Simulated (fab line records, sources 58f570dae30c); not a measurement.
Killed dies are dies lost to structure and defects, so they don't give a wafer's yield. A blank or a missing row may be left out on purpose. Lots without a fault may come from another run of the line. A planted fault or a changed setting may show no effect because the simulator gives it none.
One fault seen from 2 desks | flow berkeley_cmos170 | each desk has only its own numbers; what lay behind them comes last

THE METROLOGY DESK
What the gauges read, lot by lot, whatever tool the lot ran on: means of the sampled wafers that have a number. A lot is out of limits, marked OUT, if its mean lies more than 4 standard deviations from the usual mean; the brackets give that distance.
Columns: A = cd_nm at UCB170_ACTIVE_CD_MEAS_13, usual 1200.2 nm; B = NSD_TW at UCB170_NSD_TW_MEAS_10, usual 4241; C = NSD_RS at UCB170_SDANNEAL_RS_MEAS_03, usual 37.27 ohm/sq
lot  | first seen here | A      | B    | C
L691 | day 4 01:07     | 1199.3 | 4151 | 37.37
L694 | day 4 14:47     | 1202.4 | 4338 | 37.27
L693 | day 4 14:53     | 1199.3 | 4200 | 37.17
L692 | day 4 14:54     | 1198.7 | 4148 | 37.23
L695 | day 5 00:34     | 1201.4 | 4315 | 37.33
L696 | day 5 13:22     | 1201.8 | 4224 | 37.17
L700 | day 6 08:25     | 1199.7 | 4312 | 37.19
L701 | day 6 08:46     | 1200.1 | 4049 | 45.44 (+91) OUT
L702 | day 6 17:29     | 1199.7 | 4000 | 45.35 (+90) OUT
L707 | day 8 00:37     | 1198.1 | 4323 | 37.34
L708 | day 8 00:55     | 1201.5 | 4161 | 37.24
L710 | day 8 17:07     | 1198.7 | 4357 | 37.38
L712 | day 9 00:17     | 1201.1 | 4347 | 37.36
L713 | day 9 00:25     | 1200.8 | 4199 | 37.23
This desk's finding: out of limits on L701, L702; first on L701, day 8 22:24 (NSD_RS at UCB170_SDANNEAL_RS_MEAS_03). In limits: L691, L694, L693, L692, L695, L696, L700, L707, L708, L710, L712, L713.

THE TOOL OWNER'S DESK: implanter-04
The tool's own readings at UCB170_NSD_IMPLANT_08: means of the sampled wafers that have a number, for each lot that ran on this tool. A lot is out of limits, marked OUT, if its mean lies more than 4 standard deviations from the usual mean; the brackets give that distance.
Columns: A = dose_ions_cm2 at UCB170_NSD_IMPLANT_08, usual 3e+15; B = end_station_pressure_torr at UCB170_NSD_IMPLANT_08, usual 1.26e-05 Torr; C = faraday_current_uA at UCB170_NSD_IMPLANT_08, usual 9257
lot  | first seen here | A                       | B        | C
L692 | day 7 02:27     | 3e+15                   | 1.30e-05 | 9099
L695 | day 7 15:49     | 3e+15                   | 1.28e-05 | 9466
L701 | day 8 17:58     | 2e+15 (-99 or more) OUT | 1.08e-05 | 6484 (-15) OUT
L702 | day 9 14:17     | 2e+15 (-99 or more) OUT | 1.02e-05 | 6533 (-15) OUT
This desk's finding: out of limits on L701, L702; first on L701, day 8 17:58 (dose_ions_cm2 at UCB170_NSD_IMPLANT_08). In limits: L692, L695.

PUT TOGETHER
The tool owner's desk could have raised an alarm at day 8 17:58, on L701, L702.
The metrology desk could have raised an alarm at day 8 22:24, on L701, L702.
Of the lots named, all ran UCB170_NSD_IMPLANT_08 on implanter-04.

WHAT THE SIMULATOR HAD PUT IN
Process parameter drift: implanter-04, from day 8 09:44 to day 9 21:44, at UCB170_NSD_IMPLANT_08. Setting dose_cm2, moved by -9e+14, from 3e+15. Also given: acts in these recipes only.
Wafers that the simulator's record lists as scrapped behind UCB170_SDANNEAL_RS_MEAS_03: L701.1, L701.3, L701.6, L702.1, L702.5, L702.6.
Lots struck among those shown: L701, L702.
Hours from the fault's start to each desk's first reading out of limits: the tool owner's desk, 8; the metrology desk, 13.
